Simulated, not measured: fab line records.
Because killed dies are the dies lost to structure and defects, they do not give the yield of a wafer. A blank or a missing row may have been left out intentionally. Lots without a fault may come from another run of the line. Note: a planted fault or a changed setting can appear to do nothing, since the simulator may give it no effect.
Which tool was responsible?	flow berkeley_cmos170	7 lots with 21 wafers sampled at 2 steps, on a route of 331 steps

## WHAT THE GAUGES SHOWED, per wafer
UCB170_M3_CD_MEAS_15: target cd 700 nm.
lot	measured	on	cd_nm (nm)
L911	day 9 08:37	cd_sem-02	698.0 698.5 700.6
L912	day 9 17:23	cd_sem-02	701.3 700.4 699.9
L915	day 10 16:11	cd_sem-02	701.4 703.2 702.7
L923	day 11 12:56	cd_sem-02	698.5 699.5 698.5
L919	day 11 20:14	cd_sem-01	697.8 698.2 698.3
L927	day 12 14:11	cd_sem-01	690.9 692.2 690.1 690.5 691.8 690.0
L932	day 13 13:08	cd_sem-02	700.9 700.7 701.4

## TOOL THAT RAN EACH LOT (tool first, then ch and the chambers of the sampled wafers, then the start)
lot	UCB170_M3_EXPOSE_12
L911	krf_scanner-01 ch 0, day 9 07:07
L912	krf_scanner-02 ch 0, day 9 16:59
L915	krf_scanner-02 ch 0, day 10 15:41
L923	krf_scanner-02 ch 0, day 11 11:29
L919	krf_scanner-02 ch 0, day 11 19:17
L927	krf_scanner-01 ch 0, day 12 13:41
L932	krf_scanner-02 ch 0, day 13 12:28
- UCB170_M3_EXPOSE_12: exposes mask METAL3, target cd 700 nm.

## THE ANSWER, worked out from the rows above alone
Rule: the lots themselves supply what counts as usual. Put in order of their means at a reading, lots are off if they are a third of the lots or fewer, leave a main group of 4 or more, and stand apart from it by a gap of 3 or more times the standard deviation of the main group's means; of several such gaps the widest counts. A main group whose means are all the same, to the digits that the tables above print for the reading, isn't used. Also off: a lot with no number at a reading for which 4 or more lots have one. Where the step has rows for the other lots, those lots are counted as sound.
Off: L927, at UCB170_M3_CD_MEAS_15 (cd_nm). The main group has a mean of 700.0 nm with a standard deviation of 1.5.
A tool fits if, at a process step before that reading, it ran every lot that is off, and no sound lot after the first of them. Those tools and the gauges at UCB170_M3_CD_MEAS_15 are tried in the same way. Undecided on this evidence; 2 tools fit (krf_scanner-01 at UCB170_M3_EXPOSE_12, cd_sem-01 at UCB170_M3_CD_MEAS_15).

## WHAT WAS PUT IN BY THE SIMULATOR
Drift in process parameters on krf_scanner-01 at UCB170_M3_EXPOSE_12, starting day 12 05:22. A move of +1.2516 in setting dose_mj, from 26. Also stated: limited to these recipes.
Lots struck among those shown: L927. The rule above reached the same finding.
